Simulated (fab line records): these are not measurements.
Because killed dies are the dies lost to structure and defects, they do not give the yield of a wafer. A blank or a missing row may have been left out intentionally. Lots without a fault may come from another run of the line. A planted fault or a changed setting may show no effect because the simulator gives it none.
fab line records + flow rit-cmos
record:
- lots: 14
- wafers: 42
- last-day: 7
route steps=202 shown NRETRO@59 SDANNEAL@153 M1@198
lots with no fault: from the same line, run without faults
start-h: hours from the record's first day to the start of the lot's first wafer shown + wait-h: hours elapsed since this lot's preceding step + " same as the row above + L1.1+2: several wafers, shown together as one row + - no value present, or no start provided + * or withheld: withheld + < > ~ a bound
route shown NAME@n: names a module that has steps shown in the file, with the first one's number in the route + usual: mean and standard deviation over wafers with no fault + same: alike in all rows + chamber/n: place in a boat + sites: each site's reading + _std_site: how widely they spread, as a standard deviation + _edge_site: inner sites' mean taken away from outer sites' mean + radius-mm: for every site, how far away it sits from the centre of the wafer + mask NAME#n: copy n + behind: tool/chamber where the wafer was last shaped + hold: what put the lot on hold/how long, in hours/how the hold closed + device: the transistor (n, p or np) that didn't switch + end of line: tests of these same wafers at the route's end + a step with no rows: only its recipe + killed: dies lost to structure and defects at the first sort, not the wafer's yield + map: dies across one wafer; x = killed, . = not, _ = none there
set.NAME: the setting that was run; set.NAME@STEP: the one run at that earlier step + model.NAME: the simulator's own value behind a step, which no gauge read
route steps across a sampled set of lots; one table per step, one row per wafer
services: when a tool's chamber went out of use (start-h, in hours from the record's first day, below 0 if earlier), for how many hours, and the reason
== steps ==
step: RIT_NRETRO_OVL_MEAS_06
usual:
- NRETRO_OVL: 1.6/1.4
| lot.wafer | tool       | chamber | start-h | wait-h | NRETRO_OVL[nm] |
|-----------|------------|---------|---------|--------|----------------|
| L221.2    | overlay-02 | -       | 33.93   | -      | 2.9            |
| L221.5    | "          | -       | "       | "      | 2.5            |
| L221.6    | "          | -       | "       | "      | 3.3            |
| L222.1    | overlay-02 | -       | 43.80   | -      | 3.3            |
| L222.2    | "          | -       | "       | "      | 2.8            |
| L222.4    | "          | -       | "       | "      | 2.4            |
| L223.1    | overlay-01 | -       | 44.06   | -      | 0.8            |
| L223.2    | "          | -       | "       | "      | 0.8            |
| L223.3    | "          | -       | "       | "      | 1.5            |
| L224.2    | overlay-01 | -       | 49.95   | -      | 1.2            |
| L224.3    | "          | -       | "       | "      | 1.6            |
| L224.5    | "          | -       | "       | "      | 2.1            |
| L225.1    | overlay-02 | -       | 54.86   | -      | 1.9            |
| L225.2    | "          | -       | "       | "      | 2.2            |
| L225.5    | "          | -       | "       | "      | 1.1            |
| L229.1    | overlay-02 | -       | 71.02   | -      | 1.8            |
| L229.2    | "          | -       | "       | "      | 2.7            |
| L229.6    | "          | -       | "       | "      | 2.0            |
| L233.1    | overlay-02 | -       | 98.17   | -      | 1.1            |
| L233.2    | "          | -       | "       | "      | 1.0            |
| L233.6    | "          | -       | "       | "      | 0.2            |
| L237.2    | overlay-02 | -       | 118.52  | -      | 0.9            |
| L237.4    | "          | -       | "       | "      | 4.0            |
| L237.6    | "          | -       | "       | "      | 2.6            |
| L239.3    | overlay-01 | -       | 129.35  | -      | 3.2            |
| L239.4    | "          | -       | "       | "      | 3.3            |
| L239.5    | "          | -       | "       | "      | 2.0            |
| L240.1    | overlay-01 | -       | 132.50  | -      | 0.3            |
| L240.3    | "          | -       | "       | "      | 2.9            |
| L240.5    | "          | -       | "       | "      | 3.2            |
| L241.2    | overlay-02 | -       | 132.82  | -      | 2.8            |
| L241.3    | "          | -       | "       | "      | 1.5            |
| L241.5    | "          | -       | "       | "      | 1.5            |
| L242.3    | overlay-02 | -       | 138.61  | -      | -1.9           |
| L242.4    | "          | -       | "       | "      | -1.1           |
| L242.6    | "          | -       | "       | "      | 0.1            |
| L243.1    | overlay-02 | -       | 146.50  | -      | 0.7            |
| L243.3    | "          | -       | "       | "      | 0.8            |
| L243.4    | "          | -       | "       | "      | 2.0            |
| L244.1    | overlay-02 | -       | 150.12  | -      | 1.5            |
| L244.2    | "          | -       | "       | "      | 1.0            |
| L244.5    | "          | -       | "       | "      | 3.6            |
step: RIT_SDANNEAL_CLEAN_00
recipe:
- chemistry: SC1
- mix: 3:3:50
- time-s: 600
- temp-c: 75
usual:
- run-length-s: 631/3.7
| lot.wafer | tool         | chamber | start-h | wait-h | run-length-s |
|-----------|--------------|---------|---------|--------|--------------|
| L221.2    | wet-bench-02 | 3       | 59.49   | 0.0    | 634          |
| L221.5    | "            | 3       | "       | "      | 634          |
| L221.6    | "            | 3       | "       | "      | 634          |
| L222.1    | wet-bench-01 | 1       | 64.83   | 0.1    | 628          |
| L222.2    | "            | 1       | "       | "      | 628          |
| L222.4    | "            | 1       | "       | "      | 628          |
| L223.1    | wet-bench-02 | 3       | 64.95   | 0.1    | 626          |
| L223.2    | "            | 3       | "       | "      | 626          |
| L223.3    | "            | 3       | "       | "      | 626          |
| L224.2    | wet-bench-04 | 2       | 72.67   | 0.0    | 625          |
| L224.3    | "            | 2       | "       | "      | 625          |
| L224.5    | "            | 2       | "       | "      | 625          |
| L225.1    | wet-bench-04 | 2       | 76.04   | 0.1    | 633          |
| L225.2    | "            | 2       | "       | "      | 633          |
| L225.5    | "            | 2       | "       | "      | 633          |
| L229.1    | wet-bench-01 | 2       | 95.27   | 0.1    | 418          |
| L229.2    | "            | 2       | "       | "      | 418          |
| L229.6    | "            | 2       | "       | "      | 418          |
| L233.1    | wet-bench-01 | 2       | 126.31  | 0.1    | 418          |
| L233.2    | "            | 2       | "       | "      | 418          |
| L233.6    | "            | 2       | "       | "      | 418          |
| L237.2    | wet-bench-04 | 1       | 142.83  | 0.0    | 632          |
| L237.4    | "            | 1       | "       | "      | 632          |
| L237.6    | "            | 1       | "       | "      | 632          |
| L239.3    | wet-bench-04 | 0       | 150.57  | 0.0    | 634          |
| L239.4    | "            | 0       | "       | "      | 634          |
| L239.5    | "            | 0       | "       | "      | 634          |
| L241.2    | wet-bench-02 | 1       | 155.18  | 0.0    | 634          |
| L241.3    | "            | 1       | "       | "      | 634          |
| L241.5    | "            | 1       | "       | "      | 634          |
| L240.1    | wet-bench-04 | 3       | 155.33  | 0.1    | 635          |
| L240.3    | "            | 3       | "       | "      | 635          |
| L240.5    | "            | 3       | "       | "      | 635          |
| L242.3    | wet-bench-02 | 3       | 162.53  | 0.0    | 633          |
| L242.4    | "            | 3       | "       | "      | 633          |
| L242.6    | "            | 3       | "       | "      | 633          |
| L243.1    | wet-bench-04 | 3       | 167.78  | 0.1    | 635          |
| L243.3    | "            | 3       | "       | "      | 635          |
| L243.4    | "            | 3       | "       | "      | 635          |
| L244.1    | wet-bench-04 | 2       | 170.37  | 0.1    | 633          |
| L244.2    | "            | 2       | "       | "      | 633          |
| L244.5    | "            | 2       | "       | "      | 633          |
step: RIT_M1_STRIP_14
recipe:
- chemistry: O2
- time-s: 180
- platen-temp-c: withheld
- power-w: 500
- pressure-mtorr: 4000
- o2-flow-sccm: 4000
usual:
- drypump-motor-current-A: 5.57/0.27
- rf-refl-power-W: 5.8/1.7
| lot.wafer | tool            | chamber | start-h | wait-h | drypump-motor-current-A | rf-hours-counter-h | rf-refl-power-W |
|-----------|-----------------|---------|---------|--------|-------------------------|--------------------|-----------------|
| L221.2    | plasma-asher-04 | 0       | 65.42   | 0.0    | 5.93                    | 41                 | 6.8             |
| L221.5    | "               | 1       | "       | "      | 5.27                    | -                  | 3.4             |
| L221.6    | "               | 0       | "       | "      | 5.96                    | -                  | 7.0             |
| L222.1    | plasma-asher-04 | 0       | 70.89   | 0.0    | 5.93                    | 42                 | 6.7             |
| L222.2    | "               | 1       | "       | "      | 5.29                    | 42                 | 3.6             |
| L222.4    | "               | 1       | "       | "      | 5.29                    | -                  | 3.5             |
| L223.1    | plasma-asher-04 | 1       | 71.34   | 0.0    | 5.27                    | 42                 | 3.4             |
| L223.2    | "               | 0       | "       | "      | 5.94                    | 42                 | 7.1             |
| L223.3    | "               | 0       | "       | "      | 5.96                    | -                  | 7.2             |
| L224.2    | plasma-asher-04 | 0       | 78.54   | 0.0    | 5.92                    | 43                 | 7.1             |
| L224.3    | "               | 0       | "       | "      | 5.95                    | -                  | 6.9             |
| L224.5    | "               | 1       | "       | "      | 5.28                    | -                  | 3.5             |
| L225.1    | plasma-asher-03 | 1       | 82.07   | 0.0    | 5.70                    | 27                 | 7.7             |
| L225.2    | "               | 0       | "       | "      | 5.90                    | 27                 | 4.4             |
| L225.5    | "               | 0       | "       | "      | 5.88                    | -                  | 4.5             |
| L229.1    | plasma-asher-02 | 1       | 101.70  | 0.0    | 5.33                    | 48                 | 4.8             |
| L229.2    | "               | 0       | "       | "      | 5.33                    | 48                 | 8.1             |
| L229.6    | "               | 1       | "       | "      | 5.35                    | -                  | 5.0             |
| L233.1    | plasma-asher-02 | 1       | 132.93  | 0.0    | 5.38                    | 52                 | 4.8             |
| L233.2    | "               | 0       | "       | "      | 5.34                    | 52                 | 7.6             |
| L233.6    | "               | 1       | "       | "      | 5.38                    | -                  | 4.9             |
| L237.2    | plasma-asher-02 | 0       | 149.31  | 0.0    | 5.35                    | 55                 | 7.5             |
| L237.4    | "               | 1       | "       | "      | 5.36                    | -                  | 4.7             |
| L237.6    | "               | 0       | "       | "      | 5.32                    | -                  | 7.6             |
| L239.3    | plasma-asher-02 | 0       | 157.11  | 0.1    | 5.34                    | -                  | 7.3             |
| L239.4    | "               | 1       | "       | "      | 5.38                    | -                  | 4.5             |
| L239.5    | "               | 1       | "       | "      | 5.36                    | -                  | 4.6             |
| L241.2    | plasma-asher-02 | 0       | 161.36  | 0.0    | 5.37                    | 57                 | 7.3             |
| L241.3    | "               | 0       | "       | "      | 5.31                    | -                  | 7.0             |
| L241.5    | "               | 1       | "       | "      | 5.36                    | -                  | 4.6             |
| L240.1    | plasma-asher-03 | 0       | 161.60  | 0.0    | 5.90                    | 34                 | 4.5             |
| L240.3    | "               | 0       | "       | "      | 5.87                    | -                  | 4.3             |
| L240.5    | "               | 0       | "       | "      | 5.88                    | -                  | 4.2             |
| L242.3    | plasma-asher-03 | 0       | 168.56  | 0.1    | 5.91                    | -                  | 4.5             |
| L242.4    | "               | 1       | "       | "      | 5.67                    | -                  | 7.8             |
| L242.6    | "               | 0       | "       | "      | 5.87                    | -                  | 4.4             |
| L243.1    | plasma-asher-02 | 1       | 173.94  | 0.0    | 5.36                    | 58                 | 4.4             |
| L243.3    | "               | 0       | "       | "      | 5.33                    | -                  | 7.4             |
| L243.4    | "               | 1       | "       | "      | 5.33                    | -                  | 4.7             |
| L244.1    | plasma-asher-03 | 0       | 176.45  | 0.0    | 5.88                    | 35                 | 3.9             |
| L244.2    | "               | 1       | "       | "      | 5.66                    | 35                 | 7.8             |
| L244.5    | "               | 1       | "       | "      | 5.67                    | -                  | 7.8             |
step: RIT_M1_BOW_MEAS_16
recipe:
- mode: bow
usual:
- M1_BOW: 17/6.4
| lot.wafer | tool          | chamber | start-h | wait-h | M1_BOW[um] |
|-----------|---------------|---------|---------|--------|------------|
| L221.2    | film-metro-03 | -       | 67.23   | 0.0    | 17         |
| L221.5    | "             | -       | "       | "      | 18         |
| L221.6    | "             | -       | "       | "      | 20         |
| L222.1    | film-metro-03 | -       | 72.69   | 0.0    | 19         |
| L222.2    | "             | -       | "       | "      | 12         |
| L222.4    | "             | -       | "       | "      | 29         |
| L223.1    | film-metro-04 | -       | 74.19   | 0.0    | 6          |
| L223.2    | "             | -       | "       | "      | 26         |
| L223.3    | "             | -       | "       | "      | 11         |
| L224.2    | film-metro-04 | -       | 80.36   | 0.0    | 28         |
| L224.3    | "             | -       | "       | "      | 16         |
| L224.5    | "             | -       | "       | "      | 8          |
| L225.1    | film-metro-03 | -       | 83.86   | 0.0    | 22         |
| L225.2    | "             | -       | "       | "      | 19         |
| L225.5    | "             | -       | "       | "      | 7          |
| L229.1    | film-metro-03 | -       | 103.49  | 0.0    | 8          |
| L229.2    | "             | -       | "       | "      | 18         |
| L229.6    | "             | -       | "       | "      | 11         |
| L233.1    | film-metro-02 | -       | 134.73  | 0.0    | 15         |
| L233.2    | "             | -       | "       | "      | 12         |
| L233.6    | "             | -       | "       | "      | 13         |
| L237.2    | film-metro-03 | -       | 151.12  | 0.0    | 16         |
| L237.4    | "             | -       | "       | "      | 20         |
| L237.6    | "             | -       | "       | "      | 13         |
| L239.3    | film-metro-04 | -       | 159.83  | 0.0    | 26         |
| L239.4    | "             | -       | "       | "      | 12         |
| L239.5    | "             | -       | "       | "      | 27         |
| L241.2    | film-metro-03 | -       | 163.17  | 0.0    | 35         |
| L241.3    | "             | -       | "       | "      | 18         |
| L241.5    | "             | -       | "       | "      | 21         |
| L240.1    | film-metro-04 | -       | 164.65  | 0.0    | 10         |
| L240.3    | "             | -       | "       | "      | 22         |
| L240.5    | "             | -       | "       | "      | 20         |
| L242.3    | film-metro-04 | -       | 170.34  | 0.0    | 27         |
| L242.4    | "             | -       | "       | "      | 12         |
| L242.6    | "             | -       | "       | "      | 17         |
| L243.1    | film-metro-03 | -       | 175.73  | 0.0    | 29         |
| L243.3    | "             | -       | "       | "      | 17         |
| L243.4    | "             | -       | "       | "      | 20         |
| L244.1    | film-metro-03 | -       | 178.24  | 0.0    | 14         |
| L244.2    | "             | -       | "       | "      | 9          |
| L244.5    | "             | -       | "       | "      | 26         |
step: RIT_M1_PROBE_99
usual:
- killed-at-front-end: 7/3.2
- killed-dies: 7/3.2
- killed-open: 3.5/2.2
- killed-short: 3.6/2.1
same:
- gross-dies: 264
- killed_at_M0_to_M3: 0
- killed_at_M4_up: 0
- killed-at-back-side: 0
- killed-at-contacts: 0
- killed-at-other: 0
| lot.wafer | tool      | chamber | start-h | wait-h | killed-at-front-end | killed-dies | killed-open | killed-short |
|-----------|-----------|---------|---------|--------|---------------------|-------------|-------------|--------------|
| L221.2    | prober-02 | -       | 67.38   | 0.1    | 6                   | 6           | 6           | 0            |
| L221.5    | prober-02 | -       | 67.53   | 0.2    | 10                  | 10          | 1           | 9            |
| L221.6    | prober-02 | -       | 67.58   | 0.2    | 6                   | 6           | 3           | 3            |
| L222.1    | prober-01 | -       | 72.81   | 0.1    | 2                   | 2           | 2           | 0            |
| L222.2    | prober-01 | -       | 72.86   | 0.1    | 2                   | 2           | 1           | 1            |
| L222.4    | prober-01 | -       | 72.96   | 0.2    | 10                  | 10          | 5           | 5            |
| L223.1    | prober-02 | -       | 74.31   | 0.1    | 1                   | 1           | 0           | 1            |
| L223.2    | prober-02 | -       | 74.36   | 0.1    | 10                  | 10          | 4           | 6            |
| L223.3    | prober-02 | -       | 74.41   | 0.2    | 6                   | 6           | 1           | 5            |
| L224.2    | prober-01 | -       | 80.51   | 0.1    | 9                   | 9           | 4           | 5            |
| L224.3    | prober-01 | -       | 80.56   | 0.2    | 5                   | 5           | 4           | 1            |
| L224.5    | prober-01 | -       | 80.66   | 0.2    | 8                   | 8           | 7           | 1            |
| L225.1    | prober-02 | -       | 83.98   | 0.1    | 7                   | 7           | 4           | 3            |
| L225.2    | prober-02 | -       | 84.03   | 0.1    | 6                   | 6           | 3           | 3            |
| L225.5    | prober-02 | -       | 84.18   | 0.2    | 9                   | 9           | 6           | 3            |
| L229.1    | prober-02 | -       | 103.61  | 0.1    | 9                   | 9           | 2           | 7            |
| L229.2    | prober-02 | -       | 103.66  | 0.1    | 3                   | 3           | 0           | 3            |
| L229.6    | prober-02 | -       | 103.86  | 0.2    | 2                   | 2           | 1           | 1            |
| L233.1    | prober-02 | -       | 134.85  | 0.1    | 5                   | 5           | 0           | 5            |
| L233.2    | prober-02 | -       | 134.90  | 0.1    | 10                  | 10          | 4           | 6            |
| L233.6    | prober-02 | -       | 135.10  | 0.2    | 7                   | 7           | 4           | 3            |
| L237.2    | prober-02 | -       | 151.27  | 0.1    | 8                   | 8           | 6           | 2            |
| L237.4    | prober-02 | -       | 151.37  | 0.2    | 16                  | 16          | 8           | 8            |
| L237.6    | prober-02 | -       | 151.47  | 0.2    | 11                  | 11          | 4           | 7            |
| L239.3    | prober-02 | -       | 160.01  | 0.2    | 3                   | 3           | 2           | 1            |
| L239.4    | prober-02 | -       | 160.06  | 0.2    | 9                   | 9           | 5           | 4            |
| L239.5    | prober-02 | -       | 160.11  | 0.2    | 10                  | 10          | 4           | 6            |
| L241.2    | prober-01 | -       | 163.32  | 0.1    | 14                  | 14          | 7           | 7            |
| L241.3    | prober-01 | -       | 163.37  | 0.2    | 10                  | 10          | 3           | 7            |
| L241.5    | prober-01 | -       | 163.47  | 0.2    | 8                   | 8           | 6           | 2            |
| L240.1    | prober-02 | -       | 164.77  | 0.1    | 6                   | 6           | 3           | 3            |
| L240.3    | prober-02 | -       | 164.87  | 0.2    | 5                   | 5           | 2           | 3            |
| L240.5    | prober-02 | -       | 164.97  | 0.2    | 3                   | 3           | 0           | 3            |
| L242.3    | prober-01 | -       | 170.52  | 0.2    | 14                  | 14          | 7           | 5            |
| L242.4    | prober-01 | -       | 170.57  | 0.2    | 6                   | 6           | 4           | 2            |
| L242.6    | prober-01 | -       | 170.67  | 0.2    | 7                   | 7           | 3           | 4            |
| L243.1    | prober-02 | -       | 175.85  | 0.1    | 7                   | 7           | 4           | 3            |
| L243.3    | prober-02 | -       | 175.95  | 0.2    | 5                   | 5           | 3           | 2            |
| L243.4    | prober-02 | -       | 176.00  | 0.2    | 10                  | 10          | 6           | 4            |
| L244.1    | prober-01 | -       | 178.36  | 0.1    | 8                   | 8           | 0           | 8            |
| L244.2    | prober-01 | -       | 178.41  | 0.1    | 7                   | 7           | 7           | 0            |
| L244.5    | prober-01 | -       | 178.56  | 0.2    | 8                   | 8           | 2           | 6            |
killed by level:class
L221.2 FOX1:geometric-particle:open=3 GATE:geometric-particle:open=2 FOX2:geometric-particle:open=1
L221.5 GATE:geometric-particle:short=6 SPACER:geometric-particle:short=2 REOX:geometric-particle:short=1 REOX:geometric-particle:open=1
L221.6 GATE:geometric-particle:open=2 GATE:geometric-particle:short=2 SPACER:geometric-particle:open=1 SPACER:geometric-particle:short=1
L222.1 FOX2:geometric-particle:open=1 SILICIDE:geometric-particle:open=1
L222.2 FOX1:geometric-particle:open=1 GATE:geometric-particle:short=1
L222.4 GATE:geometric-particle:short=3 SILICIDE:geometric-particle:open=3 FOX1:geometric-particle:short=1 FOX2:geometric-particle:open=1 GATE:geometric-particle:open=1 SILICIDE:geometric-particle:short=1
L223.1 GATE:geometric-particle:short=1
L223.2 GATE:geometric-particle:short=5 SPACER:geometric-particle:open=2 FOX2:geometric-particle:open=1 GATE:geometric-particle:open=1 REOX:geometric-particle:short=1
L223.3 SPACER:geometric-particle:short=3 GATE:geometric-particle:short=1 REOX:geometric-particle:short=1 SPACER:geometric-particle:open=1
L224.2 FOX1:geometric-particle:short=2 GATE:geometric-particle:short=2 FOX1:geometric-particle:open=1 FOX2:geometric-particle:open=1 GATE:geometric-particle:open=1 SPACER:geometric-particle:short=1 SILICIDE:geometric-particle:open=1
L224.3 GATE:geometric-particle:open=3 FOX1:geometric-particle:short=1 REOX:geometric-particle:open=1
L224.5 FOX1:geometric-particle:open=4 FOX1:geometric-particle:short=1 FOX2:geometric-particle:open=1 GATE:geometric-particle:open=1 SILICIDE:geometric-particle:open=1
L225.1 FOX1:geometric-particle:short=2 FOX1:geometric-particle:open=2 GATE:geometric-particle:open=2 GATE:geometric-particle:short=1
L225.2 FOX1:geometric-particle:short=2 GATE:geometric-particle:open=1 GATE:geometric-particle:short=1 REOX:geometric-particle:open=1 SPACER:geometric-particle:open=1
L225.5 GATE:geometric-particle:open=5 GATE:geometric-particle:short=2 FOX1:geometric-particle:short=1 FOX1:geometric-particle:open=1
L229.1 GATE:geometric-particle:short=4 SILICIDE:geometric-particle:short=3 GATE:geometric-particle:open=2
L229.2 GATE:geometric-particle:short=2 SPACER:geometric-particle:short=1
L229.6 FOX1:geometric-particle:short=1 GATE:geometric-particle:open=1
L233.1 FOX1:geometric-particle:short=3 FOX2:geometric-particle:short=1 REOX:geometric-particle:short=1
L233.2 GATE:geometric-particle:short=3 SILICIDE:geometric-particle:open=2 FOX1:geometric-particle:short=1 FOX2:geometric-particle:short=1 FOX2:geometric-particle:open=1 GATE:geometric-particle:open=1 SPACER:geometric-particle:short=1
L233.6 REOX:geometric-particle:open=3 GATE:geometric-particle:short=2 FOX1:geometric-particle:short=1 SILICIDE:geometric-particle:open=1
L237.2 GATE:geometric-particle:open=4 FOX2:geometric-particle:open=2 SPACER:geometric-particle:short=1 GATE:geometric-particle:short=1
L237.4 GATE:geometric-particle:short=5 SPACER:geometric-particle:short=3 FOX1:geometric-particle:open=2 GATE:geometric-particle:open=2 SPACER:geometric-particle:open=2 REOX:geometric-particle:open=1 SILICIDE:geometric-particle:open=1
L237.6 GATE:geometric-particle:short=3 GATE:geometric-particle:open=3 REOX:geometric-particle:short=3 FOX1:geometric-particle:open=1 SILICIDE:geometric-particle:short=1
L239.3 FOX1:geometric-particle:open=1 GATE:geometric-particle:open=1 GATE:geometric-particle:short=1
L239.4 GATE:geometric-particle:open=2 GATE:geometric-particle:short=2 FOX1:geometric-particle:short=1 FOX1:geometric-particle:open=1 FOX2:geometric-particle:short=1 REOX:geometric-particle:open=1 SPACER:geometric-particle:open=1
L239.5 GATE:geometric-particle:short=4 GATE:geometric-particle:open=2 FOX1:geometric-particle:short=1 FOX1:geometric-particle:open=1 REOX:geometric-particle:open=1 SPACER:geometric-particle:short=1
L241.2 GATE:geometric-particle:open=5 GATE:geometric-particle:short=4 SILICIDE:geometric-particle:short=2 FOX1:geometric-particle:open=1 REOX:geometric-particle:open=1 REOX:geometric-particle:short=1
L241.3 GATE:geometric-particle:short=4 GATE:geometric-particle:open=2 FOX1:geometric-particle:short=1 FOX2:geometric-particle:short=1 SPACER:geometric-particle:short=1 SILICIDE:geometric-particle:open=1
L241.5 GATE:geometric-particle:open=3 SPACER:geometric-particle:open=1 REOX:geometric-particle:short=1 REOX:geometric-particle:open=1 SPACER:geometric-particle:short=1 SILICIDE:geometric-particle:open=1
L240.1 FOX1:geometric-particle:open=2 GATE:geometric-particle:short=2 GATE:geometric-particle:open=1 SILICIDE:geometric-particle:short=1
L240.3 GATE:geometric-particle:short=2 FOX1:geometric-particle:open=1 SILICIDE:geometric-particle:open=1 SILICIDE:geometric-particle:short=1
L240.5 FOX1:geometric-particle:short=2 REOX:geometric-particle:short=1
L242.3 GATE:geometric-particle:open=4 GATE:geometric-particle:short=3 SPACER:geometric-particle:open=2 PWELL:coat-microbubble-printed=2 FOX1:geometric-particle:short=1 SILICIDE:geometric-particle:open=1 SILICIDE:geometric-particle:short=1
L242.4 GATE:geometric-particle:open=2 FOX1:geometric-particle:short=1 FOX1:geometric-particle:open=1 GATE:geometric-particle:short=1 SPACER:geometric-particle:open=1
L242.6 GATE:geometric-particle:short=2 FOX1:geometric-particle:short=1 FOX1:geometric-particle:open=1 FOX2:geometric-particle:short=1 GATE:geometric-particle:open=1 SILICIDE:geometric-particle:open=1
L243.1 GATE:geometric-particle:short=2 SPACER:geometric-particle:open=2 GATE:geometric-particle:open=1 REOX:geometric-particle:short=1 SILICIDE:geometric-particle:open=1
L243.3 GATE:geometric-particle:open=2 FOX1:geometric-particle:short=1 FOX1:geometric-particle:open=1 GATE:geometric-particle:short=1
L243.4 GATE:geometric-particle:open=3 FOX1:geometric-particle:open=2 GATE:geometric-particle:short=2 REOX:geometric-particle:open=1 REOX:geometric-particle:short=1 SILICIDE:geometric-particle:short=1
L244.1 GATE:geometric-particle:short=3 REOX:geometric-particle:short=2 FOX1:geometric-particle:short=1 SPACER:geometric-particle:short=1 SILICIDE:geometric-particle:short=1
L244.2 FOX1:geometric-particle:open=3 REOX:geometric-particle:open=3 GATE:geometric-particle:open=1
L244.5 FOX2:geometric-particle:short=2 ACTIVE:geometric-particle:short=1 FOX1:geometric-particle:open=1 FOX1:geometric-particle:short=1 REOX:geometric-particle:open=1 GATE:geometric-particle:short=1 REOX:geometric-particle:short=1
== services ==
| tool            | chamber | start-h | hours | kind       |
|-----------------|---------|---------|-------|------------|
| plasma-asher-04 | -       | 43.51   | 3.7   | repair     |
| plasma-asher-04 | -       | 51.11   | 3.1   | repair     |
| plasma-asher-03 | -       | 69.14   | 3.4   | repair     |
| plasma-asher-04 | -       | 77.09   | 1.1   | repair     |
| plasma-asher-04 | -       | 108.75  | 9.0   | pm         |
| plasma-asher-04 | 0       | 108.75  | 9.0   | vent-cycle |
| plasma-asher-04 | 1       | 108.75  | 9.0   | vent-cycle |
| plasma-asher-04 | 0       | 117.75  | -     | clean      |
| plasma-asher-04 | 1       | 117.75  | -     | clean      |
| plasma-asher-03 | -       | 121.61  | 15.6  | pm         |
| plasma-asher-04 | -       | 131.12  | 4.3   | pm         |
| plasma-asher-03 | -       | 146.76  | 0.7   | repair     |
== key ==
first-sign:
- step: RIT_SDANNEAL_CLEAN_00
- reading: run-length-s
- direction: down
- sigmas: 57
- usual: *
- struck: *
effect none on later readings
met-at RIT_SDANNEAL_CLEAN_00
struck-lots L229,L233
struck-wafers L229.1,L229.2,L229.6,L233.1,L233.2,L233.6
tester-left-out L229,L233
loop-trim:
- step: RIT_M1_EXPOSE_06
- setting: dose
- lots: L233
not-acting-at RIT_NRETRO_OVL_MEAS_06,RIT_M1_STRIP_14,RIT_M1_BOW_MEAS_16
fault:
- kind: process-parameter-drift
- tool: wet-bench-01
- chamber: 2
- onset-h: 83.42
- steps: RIT_SDANNEAL_CLEAN_00
- channel: time-s
- offset: *
- shape: step
- end-h: 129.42
- acts-in: *
- stated: *
tester-left-out: of these lots the tester's yield and bins aren't shown, on N5 and GAA mostly nor the transistor test; their killed dies are dies lost to structure and defects alone, not to doping, threshold or leakage, so they don't give the yield
loop-trim: a control loop set the setting to another value than it would have without faults
